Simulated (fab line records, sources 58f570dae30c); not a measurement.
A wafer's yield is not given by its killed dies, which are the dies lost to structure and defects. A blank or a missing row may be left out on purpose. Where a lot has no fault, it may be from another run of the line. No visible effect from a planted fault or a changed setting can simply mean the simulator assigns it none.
Problem report in the 8D (eight disciplines) form, filled by code -- flow berkeleyCmos170 -- the parts of the form that need people (team, actions taken, sign-off) are left out

1. WHAT IS WRONG
Wafers without a fault read 128.1 s, standard deviation 0.51; runLengthS at UCB170_SPACER_ETCHBACK_03 reads a mean of 103.2 s on 6 wafers belonging to 2 lots. Measured from the usual mean, that is -49 standard deviations.
The step: etches SiO2 in CHF3/CF4/Ar, stops on Si, target depth 376 nm, time 100 s.
First observed at day 9 20:48: wafer L651.1, on rieDiel-03. The record holds 18 wafers of 6 lots with a number at this step. Rule for "out", or "out of limits": more than 4 standard deviations from the usual mean. The other wafers with a number count as sound.

2. WHAT IT IS, WHAT IT ISN'T
question,is,is not
which readings at this step,"runLengthS, oesProductAu","drypumpMotorCurrentA, throttleValvePct"
which lots,"L649, L651","L635, L636, L652, L655"
which wafers of those lots,all that have a number,-
read on which tools,rieDiel-03,rieDiel-04
when,from day 9 20:48,up to then (9 sound wafers); but 3 sound wafers of L655 came after

3. WHAT RULES OUT EACH SUSPECT
Counting: a tool stays on the suspect list if, at a process step up to the reading, it processed all lots that are out and no sound lot following the first of them.
- pecvd-02 at UCB170_SPACER_CVD_00 (deposits SiO2 from TEOS/O2, target thk 376 nm, time 47 s): ruled out as a lasting fault. Sound lots L655 ran on it after its first lot that is out, L651 (day 9 17:42).
- rieDiel-03 at UCB170_SPACER_ETCHBACK_03 (etches SiO2 in CHF3/CF4/Ar, stops on Si, target depth 376 nm, time 100 s): kept. It processed each lot that is out, first L651 at day 9 20:48, and no sound lot thereafter; up to then, the last sound lot it processed was L636 at day 7 01:05. Its own oesProductAu, runLengthS readings are out on those wafers.
Left after counting: rieDiel-03 at UCB170_SPACER_ETCHBACK_03.

4. THE CAUSE (what the simulator had put in)
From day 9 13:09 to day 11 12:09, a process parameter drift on rieDiel-03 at UCB170_SPACER_ETCHBACK_03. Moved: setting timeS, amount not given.
After counting, this tool was the only one left.

5. THE CHAIN OF EFFECTS, in route order
Each row: a reading whose mean over the struck wafers that have a number lies more than 3 standard deviations from the usual. Scope: only readings with a usual standard deviation given in the record; hours: median across lots of the time from each lot's start at the first step in this table that gives one to its start at this step; sigmas: change in usual standard deviations.
hours,step,reading,usual,on struck wafers,change,sigmas
0,UCB170_SPACER_ETCHBACK_03,oesProductAu,0.905 a.u.,0.994,+0.089,+6.3
0,UCB170_SPACER_ETCHBACK_03,runLengthS,128.1 s,103.2,-24.9,-49
Its process steps:
- UCB170_SPACER_ETCHBACK_03: etches SiO2 in CHF3/CF4/Ar, stops on Si, target depth 376 nm, time 100 s.

6. HOW IT WOULD HAVE BEEN CAUGHT EARLIER
In this record the first reading out of limits was taken at day 9 20:48, 8 hours after the fault began at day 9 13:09.
